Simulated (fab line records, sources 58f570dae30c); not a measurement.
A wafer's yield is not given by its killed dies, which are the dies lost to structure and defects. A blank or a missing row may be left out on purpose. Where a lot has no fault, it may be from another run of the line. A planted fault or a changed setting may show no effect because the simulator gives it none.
Problem report, 8D (eight disciplines) form, completed by code + flow berkeley-cmos170 + the parts of the form that need people (team, actions taken, sign-off) are left out

1. THE PROBLEM
SILICIDE_TI_RS at UCB170_SILICIDE_RS_MEAS_02 reads a mean of 21.2 ohm/sq on 6 wafers of 2 lots; wafers without a fault read 26.0 ohm/sq with a standard deviation of 0.37. That puts it -13 standard deviations away from the usual mean.
The step: measures by four-point-probe.
The first sign was on wafer L676.2 at day 9 22:55, on film-metro-04. The record has a number at this step for 42 wafers belonging to 14 lots. Rule for "out" (also "out of limits"): further than 4 standard deviations from the usual mean. Any other wafer with a number is counted as sound.

2. WHAT IT IS, WHAT IT ISN'T
| question                    | is                           | is not                                                                                       |
|-----------------------------|------------------------------|----------------------------------------------------------------------------------------------|
| which readings at this step | SILICIDE_TI_RS               | -                                                                                            |
| which lots                  | L676, L679                   | L663, L665, L666, L668, L669, L673, L674, L678, L682, L683, L684, L685                       |
| which wafers of those lots  | all that have a number       | -                                                                                            |
| read on which gauges        | film-metro-03, film-metro-04 | film-metro-01                                                                                |
| when                        | from day 9 22:55             | up to then (21 sound wafers); but 15 sound wafers of L678, L682, L683, L684, L685 came after |

3. SUSPECTS, AND WHAT RULES EACH OUT
Counting: a tool stays on the suspect list if, at a process step up to the reading, it processed all lots that are out and no sound lot following the first of them.
- the gauge at UCB170_SILICIDE_RS_MEAS_02: ruled out. Those wafers that are out were read across 2 gauges (film-metro-03, film-metro-04).
- pvd-sputter-03 at UCB170_SILICIDE_SPUTTER_01 (material Ti, target thk 30 nm, time 25 s): kept. Every lot that is out went through it, starting with L676 (day 9 22:52), and after that it ran no sound lot; the last sound lot it ran before then is L674 (day 9 04:20).
Remaining after the count: pvd-sputter-03 at UCB170_SILICIDE_SPUTTER_01.

4. THE CAUSE (what the simulator had put in)
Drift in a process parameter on pvd-sputter-03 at UCB170_SILICIDE_SPUTTER_01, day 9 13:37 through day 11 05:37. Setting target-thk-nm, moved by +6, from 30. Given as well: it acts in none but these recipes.
This tool alone remained once counting was done.

5. THE CHAIN OF EFFECTS, in route order
Each row: a reading where the mean over the struck wafers with a number is more than 3 standard deviations away from the usual. Scope: only readings with a usual standard deviation given in the record; hours: median across lots of the time from each lot's start at the first step in this table that gives one to its start at this step; sigmas: change in usual standard deviations.
| hours | step                        | reading         | usual       | on struck wafers | change | sigmas |
|-------|-----------------------------|-----------------|-------------|------------------|--------|--------|
| 0     | UCB170_SILICIDE_RS_MEAS_02  | SILICIDE_TI_RS  | 26.0 ohm/sq | 21.2             | -4.8   | -13    |
| 0     | UCB170_SILICIDE_THK_MEAS_03 | SILICIDE_TI_THK | 29.9 nm     | 35.8             | +5.9   | +17    |

6. WHAT WOULD HAVE CAUGHT IT SOONER
The first out-of-limits reading at a measuring or inspecting step in this record came at day 9 22:55, 9 hours after the fault's start at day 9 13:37.
An alarm limit of 4 standard deviations would not have fired on the tool readings at UCB170_SILICIDE_SPUTTER_01 for which the record gives a usual standard deviation, since none of them was out on any struck wafer.
Of the lots that are out (2), L679 began UCB170_SILICIDE_SPUTTER_01 on pvd-sputter-03 after day 9 22:55. Holding the tool at that time would have saved it.
